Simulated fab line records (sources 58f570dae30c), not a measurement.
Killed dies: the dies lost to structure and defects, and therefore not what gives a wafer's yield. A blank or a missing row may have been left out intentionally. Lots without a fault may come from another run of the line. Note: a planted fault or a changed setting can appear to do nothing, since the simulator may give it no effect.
Split-lot study :: flow berkeley cmos170 :: 23 wafers read across 5 lots, on a route 331 steps long

## SPLIT DETAILS
At UCB170_CONTACT_ETCH_18 (etches PSG in CHF3/CF4/Ar, stops on TiSi2, target depth 840 nm, time 195 s), the setting rf w was moved away from the recipe's 700 W on 9 of the 23 wafers read, by -5.5% to +9.8%. For the rest of the wafers, this setting stayed at what the recipe calls for.

Reading taken at the split's own step.

## THE READING
KrF_of_CONTACT_COAT_10.thk nm (the simulator's own value, which no gauge read), in nm, at UCB170_CONTACT_ETCH_18 (etches PSG in CHF3/CF4/Ar, stops on TiSi2, target depth 840 nm, time 195 s). No usual value for it is given in the file. Across the 14 wafers here that went through the recipe, the average is 692.2 nm and the standard deviation 3.2 nm.

wafer: L079.1
tool, chamber at the split: rie diel-02, 2
rf w as run, W: 661.2
against the recipe: -5.5%
KrF_of_CONTACT_COAT_10.thk nm, nm: 697.6
against lot-mates on the recipe: +2.5

wafer: L079.2
tool, chamber at the split: rie diel-02, 1
rf w as run, W: 661.2
against the recipe: -5.5%
KrF_of_CONTACT_COAT_10.thk nm, nm: 703
against lot-mates on the recipe: +7.9

wafer: L079.4
tool, chamber at the split: rie diel-02, 0
rf w as run, W: 700
against the recipe: recipe
KrF_of_CONTACT_COAT_10.thk nm, nm: 696.9
against lot-mates on the recipe: -

wafer: L079.5
tool, chamber at the split: rie diel-02, 2
rf w as run, W: 700
against the recipe: recipe
KrF_of_CONTACT_COAT_10.thk nm, nm: 691.9
against lot-mates on the recipe: -

wafer: L079.6
tool, chamber at the split: rie diel-02, 3
rf w as run, W: 700
against the recipe: recipe
KrF_of_CONTACT_COAT_10.thk nm, nm: 696.4
against lot-mates on the recipe: -

wafer: L080.1
tool, chamber at the split: rie diel-01, 2
rf w as run, W: 700
against the recipe: recipe
KrF_of_CONTACT_COAT_10.thk nm, nm: 686.2
against lot-mates on the recipe: -

wafer: L080.2
tool, chamber at the split: rie diel-01, 3
rf w as run, W: 740.1
against the recipe: +5.7%
KrF_of_CONTACT_COAT_10.thk nm, nm: 685.2
against lot-mates on the recipe: -3.2

wafer: L080.3
tool, chamber at the split: rie diel-01, 0
rf w as run, W: 740.1
against the recipe: +5.7%
KrF_of_CONTACT_COAT_10.thk nm, nm: 683.7
against lot-mates on the recipe: -4.7

wafer: L080.5
tool, chamber at the split: rie diel-01, 0
rf w as run, W: 700
against the recipe: recipe
KrF_of_CONTACT_COAT_10.thk nm, nm: 688.2
against lot-mates on the recipe: -

wafer: L080.6
tool, chamber at the split: rie diel-01, 1
rf w as run, W: 700
against the recipe: recipe
KrF_of_CONTACT_COAT_10.thk nm, nm: 690.9
against lot-mates on the recipe: -

wafer: L083.1
tool, chamber at the split: rie diel-02, 0
rf w as run, W: 731.3
against the recipe: +4.5%
KrF_of_CONTACT_COAT_10.thk nm, nm: 684.2
against lot-mates on the recipe: -6.0

wafer: L083.2
tool, chamber at the split: rie diel-02, 3
rf w as run, W: 731.3
against the recipe: +4.5%
KrF_of_CONTACT_COAT_10.thk nm, nm: 685.7
against lot-mates on the recipe: -4.5

wafer: L083.4
tool, chamber at the split: rie diel-02, 3
rf w as run, W: 700
against the recipe: recipe
KrF_of_CONTACT_COAT_10.thk nm, nm: 691.1
against lot-mates on the recipe: -

wafer: L083.5
tool, chamber at the split: rie diel-02, 0
rf w as run, W: 700
against the recipe: recipe
KrF_of_CONTACT_COAT_10.thk nm, nm: 690.9
against lot-mates on the recipe: -

wafer: L083.6
tool, chamber at the split: rie diel-02, 2
rf w as run, W: 700
against the recipe: recipe
KrF_of_CONTACT_COAT_10.thk nm, nm: 688.5
against lot-mates on the recipe: -

wafer: L085.1
tool, chamber at the split: rie diel-04, 2
rf w as run, W: 700
against the recipe: recipe
KrF_of_CONTACT_COAT_10.thk nm, nm: 691.2
against lot-mates on the recipe: -

wafer: L085.2
tool, chamber at the split: rie diel-04, 3
rf w as run, W: 700
against the recipe: recipe
KrF_of_CONTACT_COAT_10.thk nm, nm: 694.2
against lot-mates on the recipe: -

wafer: L085.6
tool, chamber at the split: rie diel-04, 3
rf w as run, W: 700
against the recipe: recipe
KrF_of_CONTACT_COAT_10.thk nm, nm: 693.4
against lot-mates on the recipe: -

wafer: L084.1
tool, chamber at the split: rie diel-02, 1
rf w as run, W: 768.4
against the recipe: +9.8%
KrF_of_CONTACT_COAT_10.thk nm, nm: 684.9
against lot-mates on the recipe: -10.8

wafer: L084.2
tool, chamber at the split: rie diel-02, 2
rf w as run, W: 768.4
against the recipe: +9.8%
KrF_of_CONTACT_COAT_10.thk nm, nm: 685.4
against lot-mates on the recipe: -10.3

wafer: L084.3
tool, chamber at the split: rie diel-02, 3,0
rf w as run, W: 700
against the recipe: recipe
KrF_of_CONTACT_COAT_10.thk nm, nm: 695.7
against lot-mates on the recipe: -

wafer: L084.4
tool, chamber at the split: rie diel-02, 3,0
rf w as run, W: 700
against the recipe: recipe
KrF_of_CONTACT_COAT_10.thk nm, nm: 695.7
against lot-mates on the recipe: -

wafer: L084.5
tool, chamber at the split: rie diel-02, 3
rf w as run, W: 768.4
against the recipe: +9.8%
KrF_of_CONTACT_COAT_10.thk nm, nm: 686.6
against lot-mates on the recipe: -9.1
Rows listing several chambers each stand for several wafers; the file does not say which wafer went through which chamber.

FIT RESULTS
A straight line over all 23 wafers: KrF_of_CONTACT_COAT_10.thk nm changes by -0.979 nm for each +1% of rf w; r = -0.79; the points scatter about the line by 3.3 nm.
The same after taking each lot's own level away (the mean of its wafers on the recipe; 23 wafers): -0.981 nm for each +1%; r = -0.93; scatter 1.7 nm.
Per that fit: largest rf w move, reading shift of 9.6 nm.
The lots' own levels span 688.43 to 695.70 nm, that is 2.3 times the standard deviation above.
So the lot-to-lot level blurs the effect unless lot-mates are compared.
Check: -9.28 nm against its lot-mates is what the line predicts for one of the wafers moved furthest among these (+9.8%) when that wafer is left out of the fit. Against them it came out at -10.8 nm.

## FURTHER SPLITS ON THESE WAFERS
Note: prior to the reading, these wafers also went through further splits. Each is held against what the fit with the lots' levels taken away leaves over:
other split on the same wafers: UCB170_GATE_PEB_10 peb temp c
wafers away from the commonest value: 9
r with KrF_of_CONTACT_COAT_10.thk nm (lot level and that fit taken away): -0.09

other split on the same wafers: UCB170_NLDD_IMPLANT_08 dose cm2
wafers away from the commonest value: 7
r with KrF_of_CONTACT_COAT_10.thk nm (lot level and that fit taken away): -0.32

other split on the same wafers: UCB170_PSD_COAT_01 spin rpm
wafers away from the commonest value: 5
r with KrF_of_CONTACT_COAT_10.thk nm (lot level and that fit taken away): +0.18

other split on the same wafers: UCB170_NSD_COAT_01 resist thk nm
wafers away from the commonest value: 10
r with KrF_of_CONTACT_COAT_10.thk nm (lot level and that fit taken away): -0.18

other split on the same wafers: UCB170_SDANNEAL_RTA_01 time s
wafers away from the commonest value: 11
r with KrF_of_CONTACT_COAT_10.thk nm (lot level and that fit taken away): -0.43

other split on the same wafers: UCB170_SILICIDE_SPUTTER_01 time s
wafers away from the commonest value: 9
r with KrF_of_CONTACT_COAT_10.thk nm (lot level and that fit taken away): +0.00

## FILE'S OWN FIT
KrF_of_CONTACT_COAT_10.thk nm changes by -0.968 nm for each +1% of rf w, r = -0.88.
